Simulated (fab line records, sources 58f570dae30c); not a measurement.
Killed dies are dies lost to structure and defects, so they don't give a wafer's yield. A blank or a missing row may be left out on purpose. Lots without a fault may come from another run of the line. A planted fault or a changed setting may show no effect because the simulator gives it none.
Which tool did it? | flow berkeley_cmos170 | 6 lots, 18 wafers sampled, at 2 steps of a route of 331

WHAT THE GAUGES READ, wafer by wafer
UCB170_SDANNEAL_RS_MEAS_05: measures by four-point-probe.
lot  | measured     | on            | NLDD_RS (ohm/sq)
L966 | day 7 02:51  | film_metro-01 | 615.9 617.1 614.9
L968 | day 7 12:28  | film_metro-01 | 617.6 615.7 616.1
L970 | day 8 02:11  | film_metro-03 | 617.1 618.8 617.5
L972 | day 8 12:05  | film_metro-01 | 655.1 653.4 654.4
L984 | day 10 08:35 | film_metro-01 | 615.0 615.2 618.4
L987 | day 11 17:07 | film_metro-03 | 616.4 616.1 617.9

WHICH TOOL RAN EACH LOT (tool, then ch and the chambers of the sampled wafers, then the start)
lot  | UCB170_NLDD_IMPLANT_08
L966 | implanter-03 ch 0, day 6 16:32
L968 | implanter-03 ch 0, day 7 00:20
L970 | implanter-01 ch 0, day 7 12:58
L972 | implanter-03 ch 0, day 8 02:34
L984 | implanter-01 ch 0, day 9 22:29
L987 | implanter-04 ch 0, day 10 23:28
- UCB170_NLDD_IMPLANT_08

THE ANSWER, worked out from the rows above alone
Rule: what is usual is taken from the lots themselves. Put in order of their means at a reading, lots are off if they are a third of the lots or fewer, leave a main group of 4 or more, and stand apart from it by a gap of 3 or more times the standard deviation of the main group's means; of several such gaps the widest counts. A main group whose means are all the same, to the digits that the tables above print for the reading, isn't used. A lot without any number at a reading at which 4 lots or more have one is off too. The other lots that the step has rows for count as sound.
Off: L972, at UCB170_SDANNEAL_RS_MEAS_05 (NLDD_RS). The main group: mean 616.6 ohm/sq, standard deviation 0.64.
A tool fits if, at a process step before that reading, it ran every lot that is off, and no sound lot after the first of them. The gauges at UCB170_SDANNEAL_RS_MEAS_05 are tried like those tools. One fits: implanter-03 at UCB170_NLDD_IMPLANT_08. Its last sound lot is L968 (day 7 00:20), its first lot that is off L972 (day 8 02:34): a fault that began between those two fits.

WHAT THE SIMULATOR HAD PUT IN
Process parameter drift: implanter-03, from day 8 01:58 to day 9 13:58, at UCB170_NLDD_IMPLANT_08. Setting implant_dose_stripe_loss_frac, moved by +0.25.
Lots struck among those shown: L972. The rule above found the same.
